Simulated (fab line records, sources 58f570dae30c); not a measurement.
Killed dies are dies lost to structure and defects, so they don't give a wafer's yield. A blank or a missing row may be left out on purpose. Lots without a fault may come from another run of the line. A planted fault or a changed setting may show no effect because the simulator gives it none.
Tool commonality check | flow berkeley_cmos170 | 14 lots, 42 wafers sampled

WHY IT WAS OPENED
At UCB170_PWELL_THK_MEAS_03 the reading PWELL_OXIDE_THK is flagged on 2 of 14 lots. Wafers without a fault read 26.6 nm, standard deviation 0.51.
Rule: a lot is flagged when every wafer of it that has a number lies more than 4 standard deviations from that mean, or none has a number. The other lots count as sound.

lot  | measured    | on            | PWELL_OXIDE_THK (nm), wafer by wafer | flag
L334 | day 2 23:15 | film_metro-02 | 26.6 26.7 27.0                       |
L336 | day 3 14:27 | film_metro-02 | 27.4 27.4 27.4                       |
L338 | day 4 11:37 | film_metro-01 | 26.7 26.4 26.6                       |
L340 | day 4 20:28 | film_metro-02 | 21.9 21.2 21.0                       | FLAGGED
L341 | day 4 20:29 | film_metro-01 | 20.2 20.8 20.3                       | FLAGGED
L346 | day 6 04:34 | film_metro-04 | 26.2 26.5 26.3                       |
L347 | day 6 04:35 | film_metro-02 | 26.2 26.3 26.4                       |
L350 | day 6 23:49 | film_metro-04 | 27.0 27.2 27.3                       |
L351 | day 6 23:49 | film_metro-02 | 26.0 26.6 26.4                       |
L352 | day 7 07:48 | film_metro-02 | 26.2 26.1 26.2                       |
L353 | day 7 07:48 | film_metro-04 | 26.8 27.2 26.6                       |
L354 | day 7 12:22 | film_metro-04 | 27.1 27.0 27.2                       |
L355 | day 7 12:22 | film_metro-01 | 27.0 26.5 26.6                       |
L356 | day 7 18:53 | film_metro-01 | 27.4 27.4 26.6                       |
The numbers of the flagged lots are 20.9 nm on average: -5.7 nm against the usual, or -11 standard deviations.

WHICH TOOL RAN EACH LOT
The record holds 1 process step before the reading, out of a route of 331 steps. In each cell: the tool, then ch and the chambers that the sampled wafers went through, then the start.
lot  | flag    | UCB170_PWELL_OXIDATION_02
L334 |         | furnace-02 ch 0, day 2 21:54
L336 |         | furnace-02 ch 0, day 3 13:06
L338 |         | furnace-04 ch 0, day 4 10:15
L340 | FLAGGED | furnace-02 ch 0, day 4 19:07
L341 | FLAGGED | furnace-02 ch 0, day 4 19:07
L346 |         | furnace-01 ch 0, day 6 03:13
L347 |         | furnace-01 ch 0, day 6 03:13
L350 |         | furnace-04 ch 0, day 6 22:28
L351 |         | furnace-04 ch 0, day 6 22:28
L352 |         | furnace-01 ch 0, day 7 06:27
L353 |         | furnace-01 ch 0, day 7 06:27
L354 |         | furnace-02 ch 0, day 7 11:01
L355 |         | furnace-02 ch 0, day 7 11:01
L356 |         | furnace-04 ch 0, day 7 17:31
What these steps do:
- UCB170_PWELL_OXIDATION_02: target thk 26.4 nm, ox time 1260 s.
- UCB170_PWELL_THK_MEAS_03

FLAGGED OVER TOTAL, TOOL BY TOOL (the gauges that took the reading come last)
step                      | tool          | lots run | flagged | share of the flagged lots | sound lots run after its first flagged lot
UCB170_PWELL_OXIDATION_02 | furnace-01    | 4        | 0       | none                      | -
UCB170_PWELL_OXIDATION_02 | furnace-02    | 6        | 2       | all                       | 2 (L354,L355)
UCB170_PWELL_OXIDATION_02 | furnace-04    | 4        | 0       | none                      | -
UCB170_PWELL_THK_MEAS_03  | film_metro-01 | 4        | 1       | some                      | 2 (L355,L356)
UCB170_PWELL_THK_MEAS_03  | film_metro-02 | 6        | 1       | some                      | 3 (L347,L351,L352)
UCB170_PWELL_THK_MEAS_03  | film_metro-04 | 4        | 0       | none                      | -

WHAT THE TABLE ALLOWS
1 row of the table ran every flagged lot: furnace-02 at UCB170_PWELL_OXIDATION_02.
- furnace-02 at UCB170_PWELL_OXIDATION_02: 2 of its 6 lots flagged. Sound lots ran on it after the first flagged one (L354, L355), which a lasting fault on the whole tool wouldn't allow. Its own readings lie more than 4 standard deviations out on every wafer of the flagged lots: spike_tc_centre_C, spike_tc_load_C, spike_tc_source_C, tube_center_temp_C, tube_center_temp_C_max.
No row of the table ran every flagged lot and no sound lot after the first.

WHAT THE SIMULATOR HAD PUT IN
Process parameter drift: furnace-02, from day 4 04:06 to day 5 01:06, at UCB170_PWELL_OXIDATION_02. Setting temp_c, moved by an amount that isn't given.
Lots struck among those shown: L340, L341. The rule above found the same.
